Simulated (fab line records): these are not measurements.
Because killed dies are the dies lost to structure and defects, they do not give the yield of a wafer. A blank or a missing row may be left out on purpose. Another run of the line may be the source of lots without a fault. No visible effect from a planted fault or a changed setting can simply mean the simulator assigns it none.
2 desks looking at one fault || flow ritCmos || what lay behind the numbers comes last; until then each desk has only its own

AT THE TOOL OWNER'S DESK: furnace-01
The tool's own readings at RIT_REOX_OXIDATION_03 (target thk 25.2 nm, ox time 5580 s): means of the sampled wafers that have a number, for each lot that ran on this tool. The brackets show how far a lot's mean lies from the usual mean; more than 4 standard deviations puts the lot out of limits, marked OUT.
Columns: A = zonePowerLoadPct at RIT_REOX_OXIDATION_03, usual 26.2 %
{"lot": "L503", "first seen here": "day 3 16:53", "A": 28.3}
{"lot": "L507", "first seen here": "day 4 11:02", "A": 28.0}
{"lot": "L508", "first seen here": "day 4 16:15", "A": 28.0}
{"lot": "L509", "first seen here": "day 4 23:53", "A": 28.1}
{"lot": "L512", "first seen here": "day 5 14:38", "A": 27.8}
Result from this desk: across the 5 lots, nothing is out of limits.

THE METROLOGY DESK
Means of the sampled wafers that have a number, per lot and without regard to the tool the lot ran on: this is what the gauges read. The brackets show how far a lot's mean lies from the usual mean; more than 4 standard deviations puts the lot out of limits, marked OUT.
Columns: A = NRETRO_OVL at RIT_NRETRO_OVL_MEAS_06, usual -1.0 nm; B = REOX_OXIDE_THK at RIT_REOX_THK_MEAS_04, usual 25.3 nm; C = M1_BOW at RIT_M1_BOW_MEAS_16, usual 16 um
{"lot": "L500", "first seen here": "day 2 11:07", "A": -1.6, "B": 25.3, "C": 13}
{"lot": "L501", "first seen here": "day 2 17:28", "A": -2.0, "B": 25.0, "C": 13}
{"lot": "L503", "first seen here": "day 3 04:15", "A": -0.5, "B": 24.7, "C": 14}
{"lot": "L504", "first seen here": "day 3 08:52", "A": -1.1, "B": 25.1, "C": 18}
{"lot": "L505", "first seen here": "day 3 13:05", "A": -1.2, "B": 25.4, "C": 29}
{"lot": "L506", "first seen here": "day 3 18:13", "A": -2.3, "B": 25.8, "C": 15}
{"lot": "L507", "first seen here": "day 4 01:17", "A": -2.3, "B": 25.5, "C": 16}
{"lot": "L508", "first seen here": "day 4 05:45", "A": -1.3, "B": 25.5, "C": 12}
{"lot": "L509", "first seen here": "day 4 10:50", "A": -0.9, "B": "22.3 (-7.1) OUT", "C": 16}
{"lot": "L510", "first seen here": "day 4 13:40", "A": -2.0, "B": 25.5, "C": 23}
{"lot": "L512", "first seen here": "day 5 01:08", "A": 1.3, "B": "21.1 (-10) OUT", "C": 20}
{"lot": "L515", "first seen here": "day 5 21:02", "A": 1.4, "B": 25.0, "C": 19}
{"lot": "L519", "first seen here": "day 6 14:27", "A": 0.4, "B": 25.2, "C": 23}
{"lot": "L522", "first seen here": "day 7 05:09", "A": -0.2, "B": 25.5, "C": 18}
Finding of this desk: L509, L512 out of limits, first seen on L509 at day 5 02:26 (REOX_OXIDE_THK at RIT_REOX_THK_MEAS_04). In limits: L500, L501, L503, L504, L505, L506, L507, L508, L510, L515, L519, L522.

PUT TOGETHER
At day 5 02:26 the metrology desk could have sounded an alarm, on L509, L512.
The desk of the tool owner found nothing out of limits.
On record at the tool owner's desk: L509, L512, within its limits.
RIT_REOX_OXIDATION_03 was run on furnace-01 by each of the lots named.

WHAT WAS PUT IN BY THE SIMULATOR
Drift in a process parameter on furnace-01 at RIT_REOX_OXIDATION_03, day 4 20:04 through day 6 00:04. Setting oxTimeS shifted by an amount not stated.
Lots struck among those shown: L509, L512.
Time in hours between the start of the fault and the first out-of-limits reading at each desk: metrology desk, 6.
